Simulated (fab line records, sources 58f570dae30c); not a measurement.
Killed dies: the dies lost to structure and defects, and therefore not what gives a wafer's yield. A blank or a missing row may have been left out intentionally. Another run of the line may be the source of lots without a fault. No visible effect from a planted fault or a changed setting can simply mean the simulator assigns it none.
Problem report in the 8D (eight disciplines) form, filled by code ; flow berkeley cmos170 ; the parts of the form that need people (team, actions taken, sign-off) are left out

== 1. WHAT WENT WRONG ==
Mean of ph3 flow sccm at UCB170_CONTACT_CVD_01: 29.98 sccm across 9 wafers in 3 lots; on wafers with no fault it is 25.00 sccm (standard deviation 0.07). Measured from the usual mean, that is +71 standard deviations.
The step: deposits PSG from SiH4/O2/PH3, target thk 700 nm, time 2820 s.
The first sign was on wafer L276.1 at day 7 02:46, on lpcvd-02. At this step, 42 wafers from 14 lots have a number in the record. Rule for "out", or "out of limits": more than 4 standard deviations from the usual mean. The other wafers with a number count as sound.

== 2. WHAT IT IS, WHAT IT ISN'T ==
question;is;is not
which readings at this step;ph3 flow sccm;-
which lots;L276, L277, L278;L275, L279, L280, L290, L292, L293, L294, L295, L296, L297, L298
which wafers of those lots;all that have a number;-
read on which tools;lpcvd-02;lpcvd-01
when;from day 7 02:46;"up to then (0 sound wafers); but 33 sound wafers of L275, L279, L280, L290, L292, L293, L294, L295, L296, L297, L298 came after"

== 3. WHAT RULES OUT EACH SUSPECT ==
Counting: a tool stays on the suspect list if, at a process step up to the reading, it processed all lots that are out and no sound lot following the first of them.
- lpcvd-02 at UCB170_CONTACT_CVD_01 (deposits PSG from SiH4/O2/PH3, target thk 700 nm, time 2820 s): ruled out as a lasting fault. The sound lots L293, L294, L296, L295 went through it after L276, its earliest lot that is out (day 7 02:46).
Left after counting: nothing in the record.

== 4. THE CAUSE (what the simulator had put in) ==
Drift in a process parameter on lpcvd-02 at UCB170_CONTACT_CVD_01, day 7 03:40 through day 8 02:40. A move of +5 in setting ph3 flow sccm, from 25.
Counting ruled it out, wrongly.

== 5. SEQUENCE OF EFFECTS, ordered by route ==
One row per reading whose mean, taken over the struck wafers that have a number, lies over 3 standard deviations from the usual. Only readings for which the record gives a usual standard deviation are gone through. hours: the time from each lot's start at the first step in this table that gives one to its start at this step, as a median over the lots. sigmas: the change in usual standard deviations.
hours;step;reading;usual;on struck wafers;change;sigmas
0;UCB170_CONTACT_CVD_01;ph3 flow sccm;25.00 sccm;29.98;+4.98;+71
Here are the process steps it includes:
- UCB170_CONTACT_CVD_01: deposits PSG from SiH4/O2/PH3, target thk 700 nm, time 2820 s.
Later steps that measure or inspect, where all struck wafers having a row at the step show a number for every such reading and not one has moved that far: UCB170_CONTACT_THK_MEAS_02.

== 6. WHAT WOULD HAVE CAUGHT IT SOONER ==
In this record the first reading out of limits was taken at day 7 02:46.
